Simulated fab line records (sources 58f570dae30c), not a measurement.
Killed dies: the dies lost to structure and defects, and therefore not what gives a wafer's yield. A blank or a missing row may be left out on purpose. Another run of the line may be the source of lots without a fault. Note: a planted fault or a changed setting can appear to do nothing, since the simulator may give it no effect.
A sampling plan put to the test	flow berkeleyCmos170	each of the 12 faults these records tell of, on one fab line, judged from the records of the lots it struck
What counts as the plan is the set of the line's own looks, namely the steps on the route at which a gauge or an inspection reads a wafer and does not change it. Where struck wafers have a number at a look and the file lists that look's usual mean and standard deviation on fault-free wafers, the look can be judged. Caught: the struck wafers' mean, at a look after the fault's first step, is 4 or more of those standard deviations (sigma) away from the usual mean. On the tool: the test repeated on the tool's own readings taken at the fault's steps. A different recipe on the struck wafers counts as caught too, as does a record blank only for those wafers.

## THE FAULTS, as the simulator had put them in
1. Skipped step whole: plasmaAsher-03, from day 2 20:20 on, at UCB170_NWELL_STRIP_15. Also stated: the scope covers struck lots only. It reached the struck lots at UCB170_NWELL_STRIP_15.
2. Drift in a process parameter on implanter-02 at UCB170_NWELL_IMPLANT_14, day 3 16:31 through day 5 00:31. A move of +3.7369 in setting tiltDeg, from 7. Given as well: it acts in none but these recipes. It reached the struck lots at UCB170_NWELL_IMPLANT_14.
3. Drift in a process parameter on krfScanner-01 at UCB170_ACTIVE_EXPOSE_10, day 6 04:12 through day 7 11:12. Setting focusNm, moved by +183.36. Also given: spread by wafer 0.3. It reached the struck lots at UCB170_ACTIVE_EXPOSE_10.
4. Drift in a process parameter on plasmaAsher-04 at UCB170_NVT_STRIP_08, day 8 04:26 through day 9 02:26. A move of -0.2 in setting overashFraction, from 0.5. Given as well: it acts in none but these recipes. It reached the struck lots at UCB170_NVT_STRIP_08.
5. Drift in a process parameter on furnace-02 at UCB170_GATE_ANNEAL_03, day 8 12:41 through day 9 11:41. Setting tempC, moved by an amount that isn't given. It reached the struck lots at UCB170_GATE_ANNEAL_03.
6. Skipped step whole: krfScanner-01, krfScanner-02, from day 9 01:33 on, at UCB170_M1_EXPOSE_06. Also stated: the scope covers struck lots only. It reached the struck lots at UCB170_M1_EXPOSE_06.
7. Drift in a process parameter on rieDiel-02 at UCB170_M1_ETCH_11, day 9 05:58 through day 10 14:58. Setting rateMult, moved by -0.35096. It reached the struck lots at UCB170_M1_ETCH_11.
8. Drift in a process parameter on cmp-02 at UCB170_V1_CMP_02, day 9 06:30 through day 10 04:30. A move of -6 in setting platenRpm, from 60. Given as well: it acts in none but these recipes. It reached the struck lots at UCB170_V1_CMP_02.
9. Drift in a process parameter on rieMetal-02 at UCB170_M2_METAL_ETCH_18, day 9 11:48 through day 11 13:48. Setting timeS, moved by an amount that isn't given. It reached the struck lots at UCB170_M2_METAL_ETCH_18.
10. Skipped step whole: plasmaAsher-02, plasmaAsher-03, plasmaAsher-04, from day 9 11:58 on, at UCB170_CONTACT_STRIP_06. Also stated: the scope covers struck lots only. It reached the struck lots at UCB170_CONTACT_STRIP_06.
11. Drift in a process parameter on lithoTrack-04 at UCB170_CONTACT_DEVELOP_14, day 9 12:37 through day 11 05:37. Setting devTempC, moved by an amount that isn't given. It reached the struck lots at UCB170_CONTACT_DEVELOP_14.
12. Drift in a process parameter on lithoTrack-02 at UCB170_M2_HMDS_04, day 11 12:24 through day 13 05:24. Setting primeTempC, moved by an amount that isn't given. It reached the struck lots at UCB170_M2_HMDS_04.

## WHAT THE PLAN SAW
fault	on the tool itself	first look that catches it	reading, sigma	median hours from its first step to that look	hours from the fault's start to the first struck lot there	judged looks passed uncaught
1	the tool's record is blank for the struck wafers	no look after it can be judged	-	-	-	0
2	tiltDeg +99 or beyond sigma	none of the 2 looks that can be judged after it	-	-	-	2
3	exposureDoseMJCm2 -5.3 sigma	no look after it can be judged	-	-	-	0
4	oesProductAu +17 sigma	no look after it can be judged	-	-	-	0
5	tubeCenterTempC +99 or beyond sigma	none of the 2 looks that can be judged after it	-	-	-	2
6	no reading that can be judged	no look after it can be judged	-	-	-	0
7	oesProductAu -7.8 sigma	not the one look that can be judged after it	-	-	-	1
8	platenRpm -99 or beyond sigma	no look after it can be judged	-	-	-	0
9	runLengthS -32 sigma	no look after it can be judged	-	-	-	0
10	the tool's record is blank for the struck wafers	no look after it can be judged	-	-	-	0
11	developerTempC -20 sigma	no look after it can be judged	-	-	-	0
12	primeTempC +38 sigma	not the one look that can be judged after it	-	-	-	1
A dash: the fault isn't caught, or these records don't give the number.

Caught at a look: 0 of 12. Caught on the tool: 11 of 12. By one or the other: 11 of 12.
Faults 1, 2, 3, 4, 5, 7, 8, 9, 10, 11, 12 were caught on the tool alone.
Caught by neither: fault 6.
